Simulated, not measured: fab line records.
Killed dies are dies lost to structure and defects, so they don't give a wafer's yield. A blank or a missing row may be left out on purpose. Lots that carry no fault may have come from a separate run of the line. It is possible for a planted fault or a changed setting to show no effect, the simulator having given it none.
fab line records    flow rit_cmos
[record] lots = 14  wafers = 42  last_day = 7
route steps=202 shown ACTIVE@2 M1@202
lots that met no fault: from a run of the same line without faults
start_h: hours from the record's opening day to when the first of the lot's shown wafers began    wait_h: how many hours have passed since the lot's step before this one    " repeats the value in the row above    L1.1+2: a single row standing in for several wafers    - value missing, or start not given    * or withheld: withheld    < > ~ a bound
route shown NAME@n: names a module that has steps shown in the file, with the first one's number in the route    usual: mean and standard deviation over wafers with no fault    same: alike in all rows    chamber/n: place in a boat    sites: per-site readings    _std_site: standard deviation of those values    _edge_site: the outer-site mean with the inner-site mean subtracted    radius_mm: how far each site lies from the wafer's centre    mask NAME#n: copy n    behind: tool/chamber where the wafer was last shaped    hold: why the lot was held/for how many hours/how that ended    device: transistor that didn't switch, given as n, p or np    end of line: tests run on the same wafers once the route is complete    where a step has no rows: the recipe by itself    killed: the dies lost at the first sort to structure and to defects; this is not the yield of the wafer    map: a wafer's dies, marking killed ones x, the rest . and places with no die _
set.NAME: setting as actually run; set.NAME@STEP: the setting as run at that earlier step    model.NAME: the simulator's own value behind a step, which no gauge read
one table for each step of the route and one row for each wafer, over a sample of lots
services: a tool's chamber out of use, with start hour (start_h, from the record's first day; less than 0 if before it), hours out, and reason
[[steps]]
[step RIT_ACTIVE_OXIDATION_01]
[recipe] temp_c = 1000  ambient = O2  target_thk_a = 468  ox_time_s = 3360
[usual] spike_tc_centre_C = 1003.3/1.6  spike_tc_load_C = 1029.9/2.8  spike_tc_source_C = 1023/3.1  tube_center_temp_C = 999.99/0.095  tube_center_temp_C_max = 1002.6/0.44  zone_power_load_pct = 34.4/1.4
lot.wafer  tool        chamber  start_h  wait_h  spike_tc_centre_C  spike_tc_load_C  spike_tc_source_C  tube_center_temp_C  tube_center_temp_C_max  zone_power_load_pct
L679.1     furnace-01  0        15.12    0.1     1001.8             1032.3           1019               1000.1              1003.3                  34.9
L679.2     "           0        "        "       1001.8             1029.6           1020               1000                1001.9                  35.1
L679.6     "           0        "        "       1002.4             1030.3           1022               1000.1              1003.2                  34.2
L680.3     furnace-04  0        20.12    0.1     1006.4             1022.9           1028               999.97              1002.5                  31.8
L680.5     "           0        "        "       1005.4             1026.2           1028               999.88              1003.2                  32.0
L680.6     "           0        "        "       1003.5             1024.9           1029               999.92              1001.8                  32.1
L681.2     furnace-01  0        25.12    0.1     1001.7             1031.9           1022               1000                1003.0                  33.9
L681.4     "           0        "        "       1001.2             1031.7           1020               1000.1              1002.0                  34.6
L681.6     "           0        "        "       1003.5             1030.5           1022               999.8               1002.7                  34.9
L682.1     furnace-01  0        30.12    0.1     1004.3             1032.4           1021               1000.1              1002.9                  34.5
L682.2     "           0        "        "       1000.7             1033.0           1021               999.96              1002.2                  34.2
L682.4     "           0        "        "       1002.3             1032.6           1021               999.91              1002.4                  34.6
L683.1     furnace-01  0        36.09    1.1     1001.7             1032.6           1022               1000                1002.9                  34.6
L683.2     "           0        "        "       1002.4             1031.2           1019               1000.2              1002.8                  34.9
L683.4     "           0        "        "       1001.2             1032.9           1020               1000                1002.2                  34.4
L684.2     furnace-01  0        41.40    1.4     1002.4             1031.5           1021               999.99              1002.9                  35.3
L684.5     "           0        "        "       1001.4             1031.6           1019               1000.1              1002.7                  33.9
L684.6     "           0        "        "       1003.2             1031.7           1020               1000.1              1002.5                  34.3
L685.2     furnace-01  0        46.06    1.0     1004.6             1029.8           1021               999.9               1002.2                  35.0
L685.3     "           0        "        "       1001.8             1031.8           1020               999.85              1002.2                  34.4
L685.6     "           0        "        "       1002.6             1031.4           1021               999.86              1001.7                  34.8
L687.1     furnace-01  0        55.12    0.1     1002.1             1030.5           1019               999.85              1001.9                  34.5
L687.3     "           0        "        "       1003.4             1031.4           1019               999.94              1002.7                  34.7
L687.5     "           0        "        "       1001.3             1031.1           1022               999.84              1002.4                  34.1
L688.1     furnace-04  0        60.12    0.1     1005.0             1025.7           1027               999.95              1002.2                  32.5
L688.2     "           0        "        "       1004.5             1026.7           1025               1000                1002.5                  32.2
L688.6     "           0        "        "       1005.6             1024.5           1029               1000.1              1003.3                  32.7
L691.1     furnace-04  0        77.63    2.6     1022.7             1040.6           1042               1014.9              1017.4                  33.1
L691.3     "           0        "        "       1020.1             1041.6           1041               1015                1017.2                  33.8
L691.4     "           0        "        "       1019.4             1041.0           1043               1014.9              1017.5                  34.2
L692.1     furnace-04  0        80.63    0.6     1020.7             1041.5           1044               1014.8              1017.8                  33.7
L692.2     "           0        "        "       1021.3             1040.4           1043               1015                1017.3                  33.6
L692.3     "           0        "        "       1021.1             1040.0           1042               1014.8              1017.1                  33.6
L695.3     furnace-01  0        95.12    0.1     1003.6             1030.9           1021               1000                1003.7                  35.2
L695.5     "           0        "        "       1001.4             1031.9           1022               999.91              1002.6                  34.8
L695.6     "           0        "        "       1001.2             1033.0           1021               999.84              1002.2                  34.7
L700.2     furnace-01  0        120.12   0.1     1003.9             1030.8           1023               999.96              1002.3                  34.1
L700.4     "           0        "        "       1002.1             1032.8           1023               1000.1              1002.7                  35.3
L700.5     "           0        "        "       1001.6             1031.8           1021               999.96              1002.3                  34.8
L701.1     furnace-01  0        125.12   0.1     1000.7             1030.8           1022               999.98              1002.1                  35.0
L701.3     "           0        "        "       1004.9             1030.7           1023               999.97              1002.6                  34.8
L701.5     "           0        "        "       1001.7             1032.7           1020               999.97              1002.3                  34.4
[step RIT_ACTIVE_THK_MEAS_02]
[recipe] reads = SiO2_of_ACTIVE_OXIDATION_01
[usual] ACTIVE_OXIDE_THK = 47.0/0.93
lot.wafer  tool           chamber  start_h  wait_h  hold                      ACTIVE_OXIDE_THK[nm]
L679.1     film_metro-02  -        17.05    0.0     -                         45.5
L679.2     "              -        "        "       -                         45.6
L679.6     "              -        "        "       -                         45.3
L680.3     film_metro-02  -        22.07    0.0     -                         45.6
L680.5     "              -        "        "       -                         46.0
L680.6     "              -        "        "       -                         45.8
L681.2     film_metro-03  -        27.06    0.0     -                         45.5
L681.4     "              -        "        "       -                         45.9
L681.6     "              -        "        "       -                         45.2
L682.1     film_metro-01  -        32.05    0.0     -                         47.9
L682.2     "              -        "        "       -                         48.0
L682.4     "              -        "        "       -                         46.4
L683.1     film_metro-01  -        38.03    0.0     -                         46.0
L683.2     "              -        "        "       -                         45.4
L683.4     "              -        "        "       -                         45.3
L684.2     film_metro-01  -        43.34    0.0     -                         47.0
L684.5     "              -        "        "       -                         47.9
L684.6     "              -        "        "       -                         48.3
L685.2     film_metro-02  -        48.01    0.0     -                         47.0
L685.3     "              -        "        "       -                         46.7
L685.6     "              -        "        "       -                         47.0
L687.1     film_metro-02  -        57.05    0.0     -                         47.7
L687.3     "              -        "        "       -                         47.7
L687.5     "              -        "        "       -                         47.6
L688.1     film_metro-02  -        62.05    0.0     -                         46.5
L688.2     "              -        "        "       -                         46.1
L688.6     "              -        "        "       -                         46.8
L691.1     film_metro-02  -        79.56    0.0     await_dispo/0.2h/release  53.9
L691.3     "              -        "        "       await_dispo/0.2h/release  54.2
L691.4     "              -        "        "       await_dispo/0.2h/release  54.5
L691.1     film_metro-02  -        79.79    0.2     -                         53.8
L691.3     "              -        "        "       -                         54.3
L691.4     "              -        "        "       -                         54.6
L692.1     film_metro-03  -        82.57    0.0     await_dispo/0.2h/release  53.8
L692.2     "              -        "        "       await_dispo/0.2h/release  53.8
L692.3     "              -        "        "       await_dispo/0.2h/release  54.6
L692.1     film_metro-03  -        82.79    0.2     -                         53.8
L692.2     "              -        "        "       -                         53.7
L692.3     "              -        "        "       -                         54.5
L695.3     film_metro-03  -        97.07    0.0     -                         46.7
L695.5     "              -        "        "       -                         46.9
L695.6     "              -        "        "       -                         46.4
L700.2     film_metro-01  -        122.06   0.0     -                         46.8
L700.4     "              -        "        "       -                         46.8
L700.5     "              -        "        "       -                         46.9
L701.1     film_metro-01  -        127.05   0.0     -                         48.3
L701.3     "              -        "        "       -                         48.2
L701.5     "              -        "        "       -                         47.4
[step RIT_M1_PROBE_99]
[usual] killed_at_M0_to_M3 = 0.0/0.18  killed_at_contacts = 0.1/0.38  killed_at_front_end = 6.9/2.9  killed_dies = 7.1/3  killed_open = 3.5/2.1  killed_short = 3.5/2
[same] gross_dies = 264  killed_at_M4_up = 0  killed_at_back_side = 0  killed_at_other = 0
lot.wafer  tool       chamber  start_h  wait_h  killed_at_M0_to_M3  killed_at_contacts  killed_at_front_end  killed_dies  killed_open  killed_short
L691.1     prober-01  -        136.98   0.1     0                   0                   13                   13           9            4
L691.3     prober-01  -        137.08   0.2     0                   0                   8                    8            3            5
L691.4     prober-01  -        137.13   0.2     0                   0                   5                    5            3            2
// killed by level:class
L691.1 REOX:geometric_particle:open=3 GATE:geometric_particle:short=2 GATE:geometric_particle:open=2 SILICIDE:geometric_particle:open=2 FOX1:geometric_particle:short=1 FOX1:geometric_particle:open=1 REOX:geometric_particle:short=1 SPACER:geometric_particle:open=1
L691.3 SILICIDE:geometric_particle:short=2 SILICIDE:geometric_particle:open=2 FOX2:geometric_particle:short=1 GATE:geometric_particle:short=1 SPACER:geometric_particle:open=1 SPACER:geometric_particle:short=1
L691.4 GATE:geometric_particle:open=2 REOX:geometric_particle:open=1 REOX:geometric_particle:short=1 SPACER:geometric_particle:short=1
[[services]]
tool        chamber  start_h  hours  kind
furnace-01  -        61.05    20.9   pm
furnace-01  -        81.95    3.4    pm
[[key]]
[first_sign] step = RIT_ACTIVE_OXIDATION_01  reading = tube_center_temp_C  direction = up  sigmas = 99+  usual = *  struck = *
[effect] step = RIT_ACTIVE_OXIDATION_01  reading = tube_center_temp_C_max  direction = up  sigmas = 34  usual = *  struck = *
[effect] step = RIT_ACTIVE_THK_MEAS_02  reading = visit  direction = added
[effect] step = RIT_ACTIVE_THK_MEAS_02  reading = ACTIVE_OXIDE_THK  direction = up  sigmas = 7.7  usual = 47.0  struck = 54.1
met_at RIT_ACTIVE_OXIDATION_01
struck_lots L691,L692
rows_end L692.1,L692.2,L692.3
tester_left_out L691
[fault] kind = process_parameter_drift  tool = furnace-04  chamber = -  onset_h = 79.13  steps = RIT_ACTIVE_OXIDATION_01  channel = temp_c  offset = *  shape = step  end_h = 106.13  acts_in = *  stated = *
// tester_left_out: of these lots the tester's yield and bins aren't shown, on N5 and GAA mostly nor the transistor test; their killed dies are dies lost to structure and defects alone, not to doping, threshold or leakage, so they don't give the yield
// rows_end: these wafers met a further fault down the route, and their rows from its step on are left out
